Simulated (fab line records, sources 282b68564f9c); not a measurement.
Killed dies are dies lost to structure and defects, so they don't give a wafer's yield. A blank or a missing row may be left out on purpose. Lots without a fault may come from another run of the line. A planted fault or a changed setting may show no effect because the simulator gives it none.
Problem report in the 8D (eight disciplines) form, filled by code | flow rit_cmos | the parts of the form that need people (team, actions taken, sign-off) are left out

1. THE PROBLEM
GATE_OXIDE_THK at RIT_GATE_THK_MEAS_07 reads a mean of 4.89 nm on 9 wafers of 3 lots; wafers without a fault read 3.02 nm with a standard deviation of 0.074. That is +25 standard deviations from the usual mean.
First seen on wafer L434.1, day 5 19:04, on film_metro-04. The record holds 45 wafers of 15 lots with a number at this step. Rule for "out", or "out of limits": more than 4 standard deviations from the usual mean. The other wafers with a number count as sound.

2. WHAT IT IS AND WHAT IT IS NOT
question                    | is                     | is not
which readings at this step | GATE_OXIDE_THK         | -
which lots                  | L434, L436, L438       | L419, L420, L422, L424, L425, L426, L427, L428, L429, L430, L431, L433
which wafers of those lots  | all that have a number | -
read on which gauges        | film_metro-04          | film_metro-02, film_metro-03
when                        | from day 5 19:04       | up to then (36 sound wafers)

3. SUSPECTS, AND WHAT RULES EACH OUT
Counting: a tool at a process step up to the reading stays a suspect if it ran every lot that is out and no sound lot after the first of them.
- the gauge at RIT_GATE_THK_MEAS_07: kept. All the wafers that are out were read on film_metro-04, and no step on other tools shows them out.
- furnace-04 at RIT_GATE_OXIDATION_05 (target thk 3 nm, ox time 270 s): kept. It ran every lot that is out, first L434 (day 5 16:26), and no sound lot after that; its last sound lot up to then is L431 (day 5 01:13).
Left after counting: furnace-04 at RIT_GATE_OXIDATION_05, film_metro-04 at RIT_GATE_THK_MEAS_07.

4. THE CAUSE (what the simulator had put in)
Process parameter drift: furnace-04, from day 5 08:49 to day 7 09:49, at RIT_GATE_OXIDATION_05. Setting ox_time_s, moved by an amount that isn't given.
Counting left 2 suspects, and this tool is among them.

5. THE CHAIN OF EFFECTS, in route order
Each row: a reading whose mean over the struck wafers that have a number lies more than 3 standard deviations from the usual. Only readings for which the record gives a usual standard deviation are gone through. hours: the time from each lot's start at the first step in this table that gives one to its start at this step, as a median over the lots. sigmas: the change in usual standard deviations.
hours | step                 | reading        | usual   | on struck wafers | change | sigmas
0     | RIT_GATE_THK_MEAS_07 | GATE_OXIDE_THK | 3.02 nm | 4.89             | +1.87  | +25

6. WHAT WOULD HAVE CAUGHT IT SOONER
In this record the first reading out of limits at a measuring or inspecting step was taken at day 5 19:04, 10 hours after the fault began at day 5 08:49.
Of the tool readings at RIT_GATE_OXIDATION_05 for which the record gives a usual standard deviation, none was out on any struck wafer, so an alarm limit of 4 standard deviations on them would not have fired.
Of the lots that are out (3), L436, L438 began RIT_GATE_OXIDATION_05 on furnace-04 after day 5 19:04. A hold on the tool at that time would have spared those 2.
